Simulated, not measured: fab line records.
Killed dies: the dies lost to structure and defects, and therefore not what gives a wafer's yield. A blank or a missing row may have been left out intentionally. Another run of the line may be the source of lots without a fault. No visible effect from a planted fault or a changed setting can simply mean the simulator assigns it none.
Split-lot study | flow rit_cmos | on a route of 202 steps: 5 lots, 23 wafers read

## ON THE SPLIT
At RIT_PRETRO_COAT_01 (resist thk 1300 nm), the setting spin_rpm was moved away from the recipe's 2000 rpm on 9 of the 23 wafers read, by -4.6% to +4.0%. The other wafers ran this setting at the recipe's value.

## FROM THE SPLIT TO THE READING: what the file shows between them, 3 steps
- RIT_PRETRO_SOFTBAKE_02: time 60 s
- RIT_PRETRO_EXPOSE_03: exposes mask M5, target cd 43700 nm
- RIT_PRETRO_DEVELOP_05: develop time 67.14 s

## THE READING
NOVOLAK_of_PRETRO_COAT_01.thk_nm (the simulator's own value, which no gauge read), in nm, at RIT_PRETRO_HARDBAKE_07 (time 120 s). No usual value for it is given in the file. Here, 14 wafers ran the recipe; their average is 1140 nm with a standard deviation of 2.1 nm.

wafer  | tool, chamber at the split | spin_rpm as run, rpm | against the recipe | NOVOLAK_of_PRETRO_COAT_01.thk_nm, nm | against lot-mates on the recipe
L078.1 | litho_track-01, 0          | 1962                 | -1.9%              | 1150                                 | +11
L078.2 | litho_track-01, 0          | 2000                 | recipe             | 1139                                 | -
L078.6 | litho_track-01, 0          | 2000                 | recipe             | 1139                                 | -
L078.3 | litho_track-01, 0          | 1962                 | -1.9%              | 1149                                 | +10
L078.5 | litho_track-01, 0          | 2000                 | recipe             | 1138                                 | -
L079.1 | litho_track-02, 0          | 1907                 | -4.6%              | 1170                                 | +28
L079.2 | litho_track-02, 0          | 1907                 | -4.6%              | 1166                                 | +24
L079.4 | litho_track-02, 0          | 1907                 | -4.6%              | 1171                                 | +28
L079.5 | litho_track-02, 0          | 2000                 | recipe             | 1144                                 | -
L079.6 | litho_track-02, 0          | 2000                 | recipe             | 1141                                 | -
L080.1 | litho_track-01, 0          | 2000                 | recipe             | 1142                                 | -
L080.5 | litho_track-01, 0          | 2000                 | recipe             | 1142                                 | -
L080.2 | litho_track-01, 0          | 1927                 | -3.6%              | 1161                                 | +19
L080.3 | litho_track-01, 0          | 1927                 | -3.6%              | 1163                                 | +21
L080.4 | litho_track-01, 0          | 2000                 | recipe             | 1141                                 | -
L083.1 | litho_track-02, 0          | 2000                 | recipe             | 1137                                 | -
L083.2 | litho_track-02, 0          | 2081                 | +4.0%              | 1119                                 | -22
L083.3 | litho_track-02, 0          | 2000                 | recipe             | 1141                                 | -
L083.4 | litho_track-02, 0          | 2081                 | +4.0%              | 1120                                 | -21
L083.6 | litho_track-02, 0          | 2000                 | recipe             | 1144                                 | -
L084.1 | litho_track-01, 0          | 2000                 | recipe             | 1138                                 | -
L084.4 | litho_track-01, 0          | 2000                 | recipe             | 1139                                 | -
L084.6 | litho_track-01, 0          | 2000                 | recipe             | 1140                                 | -

FIT RESULTS
A straight line over all 23 wafers: NOVOLAK_of_PRETRO_COAT_01.thk_nm changes by -5.74 nm for each +1% of spin_rpm; r = -0.99; the points scatter about the line by 2.2 nm.
The same after taking each lot's own level away (the mean of its wafers on the recipe; 23 wafers): -5.52 nm for each +1%; r = -0.99; scatter 1.6 nm.
The reading moves by 26 nm for the largest change in spin_rpm, on that fit.
From 1138.7 to 1142.5 nm: that is the span of the lots' own levels, equal to 1.8 times the standard deviation above.
Consequently the slope shifts little with the lot-to-lot level, the two slopes agreeing.
Check: +25.6 nm against its lot-mates is what the line predicts for one of the wafers moved furthest among these (-4.6%) when that wafer is left out of the fit. Against them it came out at +27.5 nm.

## FURTHER SPLITS ON THESE WAFERS
Before the reading, these wafers also passed through other splits. Each is held against what the fit with the lots' levels taken away leaves over:
other split on the same wafers   | wafers away from the commonest value | r with NOVOLAK_of_PRETRO_COAT_01.thk_nm (lot level and that fit taken away)
RIT_ACTIVE_COAT_06 resist_thk_nm | 7                                    | -0.23
RIT_ACTIVE_EXPOSE_08 dose_mj     | 5                                    | +0.14
RIT_FOX1_OXIDATION_00 temp_c     | 15                                   | -0.02
RIT_NWELL_COAT_01 spin_rpm       | 10                                   | -0.34
RIT_NWELL_IMPLANT_08 dose_cm2    | 11                                   | +0.25
RIT_PWELL_HARDBAKE_07 temp_c     | 6                                    | +0.02
RIT_NRETRO_COAT_01 spin_rpm      | 5                                    | +0.28
RIT_NRETRO_IMPLANT_08 energy_kev | 8                                    | -0.06

## THE WHOLE CHAIN: every reading that the file lists as answering this split, in the file's order
step                   | what it does       | reading                                                                           | change (the file's fit)              | r (the file's)
RIT_PRETRO_COAT_01     | resist thk 1300 nm | NOVOLAK_of_PRETRO_COAT_01.thk_nm (the simulator's own value, which no gauge read) | -6.36 nm for each +1% of the setting | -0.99
RIT_PRETRO_HARDBAKE_07 | time 120 s         | NOVOLAK_of_PRETRO_COAT_01.thk_nm (the simulator's own value, which no gauge read) | -5.48 nm for each +1% of the setting | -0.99

## THE FILE'S OWN FIT
NOVOLAK_of_PRETRO_COAT_01.thk_nm changes by -5.48 nm for each +1% of spin_rpm, r = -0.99.
